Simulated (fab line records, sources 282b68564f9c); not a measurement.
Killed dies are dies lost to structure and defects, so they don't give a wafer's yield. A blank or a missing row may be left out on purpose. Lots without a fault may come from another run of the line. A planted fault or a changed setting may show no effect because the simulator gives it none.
A struck lot beside a sound one | flow rit_cmos | 15 steps out of a route of 202
Sound: wafers L750.3, L750.4, L750.5. Struck: wafers L761.1, L761.3, L761.4. The cause comes at the end.
At each step with rows: each side's tool, then ch and its chambers, then its first start. Under that, the readings that differ: sound wafers | struck wafers | difference of the means | sigmas: that difference in standard deviations of wafers without a fault.
alike: readings whose means differ by less than 2 such deviations, and words and numbers that are the same on both sides. not compared: withheld readings, readings that some wafer has no value for, bounds like >300 that may hide the same value, and numbers for which the record gives no deviation and whose values overlap.
The two part at a step that has a row with sigmas, a row that says differs or no value, or rows on one side only. Numbers that don't overlap but have no deviation are shown without sigmas and don't part them. A reading that every wafer of one side lacks parts them only if that side has two wafers or more.

first, 3 steps without rows for these wafers: RIT_SDANNEAL_CLEAN_00 (cleans in SC1, time 600 s); RIT_SDANNEAL_CLEAN_01 (cleans in dHF, time 30 s); RIT_SDANNEAL_CLEAN_02 (cleans in SC2, time 600 s).
RIT_SDANNEAL_RTA_03: time 5 s.
  sound on rtp_anneal-02 ch 0, day 4 16:40; struck on rtp_anneal-02 ch 0, day 6 19:58
  alike: wafer_temp_C_max
RIT_SDANNEAL_RS_MEAS_04: measures by four-point-probe.
  sound on film_metro-01, day 4 16:44; struck on film_metro-03, day 6 20:02
  alike: PSD_RS
RIT_SDANNEAL_RS_MEAS_05: measures by four-point-probe.
  sound on film_metro-01, day 4 16:51; struck on film_metro-03, day 6 20:09
  alike: NSD_RS
RIT_SDANNEAL_RS_MEAS_06: measures by four-point-probe.
  sound on film_metro-01, day 4 16:58; struck on film_metro-03, day 6 20:16
  alike: PLDD_RS
RIT_SDANNEAL_RS_MEAS_07: measures by four-point-probe.
  sound on film_metro-01, day 4 17:05; struck on film_metro-03, day 6 20:23
  alike: NLDD_RS
then, 1 step without rows for these wafers: RIT_SILICIDE_WET_ETCH_00 (etches SiO2 in BOE, target depth 14 nm, time 15 s).
RIT_SILICIDE_SPUTTER_01: material Ti, target thk 30 nm, time 240 s.
  sound on pvd_sputter-04, day 4 17:11; struck on pvd_sputter-02, day 6 20:31
  alike: throttle_valve_pct
RIT_SILICIDE_RS_MEAS_02: measures by four-point-probe.
  sound on film_metro-04, day 4 17:23; struck on film_metro-01, day 6 20:40
  alike: SILICIDE_TI_RS
RIT_SILICIDE_THK_MEAS_03: measures by xrf.
  sound on film_metro-04, day 4 17:29; struck on film_metro-01, day 6 20:47
  alike: SILICIDE_TI_THK
RIT_SILICIDE_RTA_04: time 10 s, ramp up 5 s, ramp down 5 s.
  sound on rtp_anneal-02 ch 0, day 4 17:32; struck on rtp_anneal-01 ch 0, day 6 21:05
  alike: wafer_temp_C_max
then, 2 steps without rows for these wafers: RIT_SILICIDE_WET_ETCH_05 (etches Ti in SPM, time 120 s); RIT_M1_PROBE_99.

WHERE THEY PART
Nowhere in this record.

WHY: what the simulator had put in
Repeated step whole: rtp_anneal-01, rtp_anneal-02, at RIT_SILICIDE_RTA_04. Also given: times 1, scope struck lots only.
